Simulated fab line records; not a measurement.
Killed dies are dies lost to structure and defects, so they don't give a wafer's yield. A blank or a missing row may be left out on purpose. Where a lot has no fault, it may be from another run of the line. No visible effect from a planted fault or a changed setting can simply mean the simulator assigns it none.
A single fault, viewed from 2 desks || flow rit_cmos || what lay behind the numbers comes last; until then each desk has only its own

## AT THE METROLOGY DESK
Means of the sampled wafers that have a number, per lot and without regard to the tool the lot ran on: this is what the gauges read. If a lot's mean is further than 4 standard deviations from the usual mean, the lot is out of limits and carries the mark OUT (the distance appears in the brackets).
Columns: A = PLDD_RS at RIT_SDANNEAL_RS_MEAS_06, usual 176.8 ohm/sq; B = NLDD_RS at RIT_SDANNEAL_RS_MEAS_07, usual 151.6 ohm/sq; C = SILICIDE_TI_RS at RIT_SILICIDE_RS_MEAS_02, usual 45.6 ohm/sq; D = SILICIDE_TI_THK at RIT_SILICIDE_THK_MEAS_03, usual 31.1 nm; E = CONTACT_TEOS_THK at RIT_CONTACT_THK_MEAS_01, usual 382 nm; F = cd_nm at RIT_CONTACT_CD_MEAS_08, usual 999.7 nm; G = CONTACT_OVL at RIT_CONTACT_OVL_MEAS_09, usual -0.4 nm
{"lot": "L975", "first seen here": "day 3 11:31", "A": 177.5, "B": 152.0, "C": 45.9, "D": 31.1, "E": 381, "F": 1001.0, "G": 0.3}
{"lot": "L984", "first seen here": "day 5 11:55", "A": 177.3, "B": 151.4, "C": 46.4, "D": 30.6, "E": 379, "F": 999.9, "G": 1.8}
{"lot": "L991", "first seen here": "day 6 20:59", "A": 177.4, "B": 151.5, "C": 45.1, "D": 31.5, "E": 383, "F": 998.4, "G": -0.4}
{"lot": "L992", "first seen here": "day 7 00:50", "A": 176.7, "B": 151.5, "C": 45.6, "D": 31.2, "E": 377, "F": 999.1, "G": 1.4}
{"lot": "L994", "first seen here": "day 7 15:22", "A": 176.8, "B": 151.8, "C": 46.0, "D": 30.9, "E": 385, "F": 1002.6, "G": -0.4}
{"lot": "L995", "first seen here": "day 7 19:44", "A": 176.7, "B": 151.4, "C": 46.3, "D": 30.8, "E": 389, "F": 999.6, "G": -1.8}
This desk's finding: nothing out of limits on any of the 6 lots.

## DESK OF THE TOOL OWNER: litho_track-03
The tool's own readings at RIT_CONTACT_COAT_03 (resist thk 1000 nm): means of the sampled wafers that have a number, for each lot that ran on this tool. If a lot's mean is further than 4 standard deviations from the usual mean, the lot is out of limits and carries the mark OUT (the distance appears in the brackets).
Columns: A = spin_speed_rpm at RIT_CONTACT_COAT_03, usual 3250.2 rpm
{"lot": "L984", "first seen here": "day 5 12:59", "A": 3249.5}
{"lot": "L991", "first seen here": "day 6 22:01", "A": "3327.2 (+33) OUT"}
{"lot": "L994", "first seen here": "day 7 16:34", "A": "3326.5 (+33) OUT"}
This desk's verdict: out of limits on L991, L994, starting with L991 at day 6 22:01 (spin_speed_rpm at RIT_CONTACT_COAT_03). Within limits: L984.

## PUT TOGETHER
The tool owner's desk had the chance to raise an alarm at day 6 22:01 on L991, L994.
Metrology desk: nothing out of limits seen.
The metrology desk holds a record of L991, L994, inside its limits.
Every lot named ran RIT_CONTACT_COAT_03 on litho_track-03.

## WHAT WAS PUT IN BY THE SIMULATOR
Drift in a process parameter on litho_track-03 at RIT_CONTACT_COAT_03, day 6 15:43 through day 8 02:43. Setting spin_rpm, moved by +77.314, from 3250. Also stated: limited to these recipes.
Shown lots that were struck: L991, L994.
How many hours passed from the start of the fault until each desk's first out-of-limits reading: the tool owner's desk, 6.
